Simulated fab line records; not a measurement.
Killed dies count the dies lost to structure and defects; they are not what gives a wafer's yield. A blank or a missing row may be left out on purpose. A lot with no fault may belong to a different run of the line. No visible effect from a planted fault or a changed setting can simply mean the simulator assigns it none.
2 desks, one fault :: flow berkeley cmos170 :: what lay behind the numbers comes last; until then each desk has only its own

## FROM THE METROLOGY DESK
Means of the sampled wafers that have a number, per lot and without regard to the tool the lot ran on: this is what the gauges read. The brackets show how far a lot's mean lies from the usual mean; more than 4 standard deviations puts the lot out of limits, marked OUT.
Columns: A = GATE_POLY_THK at UCB170_GATE_THK_MEAS_05, usual 213.6 nm; B = cd nm at UCB170_NLDD_CD_MEAS_06, usual 1199.7 nm; C = NLDD_OVL at UCB170_NLDD_OVL_MEAS_07, usual 0 nm; D = PSD_OVL at UCB170_PSD_OVL_MEAS_07, usual 0 nm
lot: L273
first seen here: day 7 02:19
A: 212.7
B: 1199.3
C: -4
D: 3

lot: L277
first seen here: day 7 15:10
A: 212.3
B: 1197.9
C: 2
D: -6

lot: L275
first seen here: day 7 15:14
A: 213.9
B: 1199.3
C: -7
D: 5

lot: L276
first seen here: day 7 15:14
A: 212.6
B: 1200.2
C: 2
D: 2

lot: L274
first seen here: day 7 15:14
A: 212.6
B: 1200.4
C: 2
D: -7

lot: L279
first seen here: day 8 10:10
A: 212.7
B: 1200.8
C: 6
D: 0

lot: L281
first seen here: day 8 10:13
A: 211.6
B: 1199.3
C: 2
D: -2

lot: L283
first seen here: day 8 23:18
A: 216.0
B: 1199.7
C: -7
D: -1

lot: L282
first seen here: day 8 23:20
A: 212.4
B: 1202.1
C: -3
D: 1

lot: L284
first seen here: day 9 09:47
A: 215.2
B: 1202.5
C: -6
D: 1

lot: L286
first seen here: day 9 21:49
A: 215.7
B: 1198.6
C: 7
D: 1

lot: L289
first seen here: day 10 17:03
A: 217.9
B: 1199.7
C: 5
D: -148 (-24) OUT

lot: L292
first seen here: day 11 07:29
A: 213.5
B: 1200.5
C: -5
D: -3

lot: L294
first seen here: day 11 07:32
A: 212.9
B: 1200.2
C: 7
D: -167 (-27) OUT

lot: L295
first seen here: day 11 15:20
A: 213.1
B: 1199.4
C: 3
D: -160 (-26) OUT
This desk's result: L289, L294, L295 out of limits, first on L289 (PSD_OVL at UCB170_PSD_OVL_MEAS_07), day 11 08:08. In limits: L273, L277, L275, L276, L274, L279, L281, L283, L282, L284, L286, L292.

## THE TOOL OWNER'S DESK: krf scanner-02
The tool's own readings at UCB170_PSD_EXPOSE_03 (exposes mask PSELECT MOD, target cd 1200 nm): means of the sampled wafers that have a number, for each lot that ran on this tool. The brackets show how far a lot's mean lies from the usual mean; more than 4 standard deviations puts the lot out of limits, marked OUT.
Columns: A = reticle temp C at UCB170_PSD_EXPOSE_03, usual 23.03 C
lot: L273
first seen here: day 7 14:56
A: 23.03

lot: L277
first seen here: day 8 08:09
A: 22.95

lot: L279
first seen here: day 8 23:19
A: 22.95

lot: L281
first seen here: day 8 23:26
A: 23.05

lot: L283
first seen here: day 9 18:36
A: 23.03

lot: L284
first seen here: day 9 18:43
A: 23.14

lot: L282
first seen here: day 9 18:54
A: 22.96

lot: L289
first seen here: day 11 07:26
A: 23.06

lot: L294
first seen here: day 11 21:40
A: 23.09

lot: L295
first seen here: day 12 03:29
A: 22.97
This desk's verdict: no lot among the 10 shows anything out of limits.

## ALL TOGETHER
An alarm was possible from the metrology desk at day 11 08:08, on L289, L294, L295.
The desk of the tool owner found nothing out of limits.
Tool owner's desk: L289, L294, L295 on record, inside its limits.
UCB170_PSD_EXPOSE_03 was run on krf scanner-02 by each of the lots named.

## WHAT THE SIMULATOR HAD PUT IN
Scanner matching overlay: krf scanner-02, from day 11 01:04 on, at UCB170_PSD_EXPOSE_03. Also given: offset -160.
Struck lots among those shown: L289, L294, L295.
Time in hours between the start of the fault and the first out-of-limits reading at each desk: metrology desk, 7.
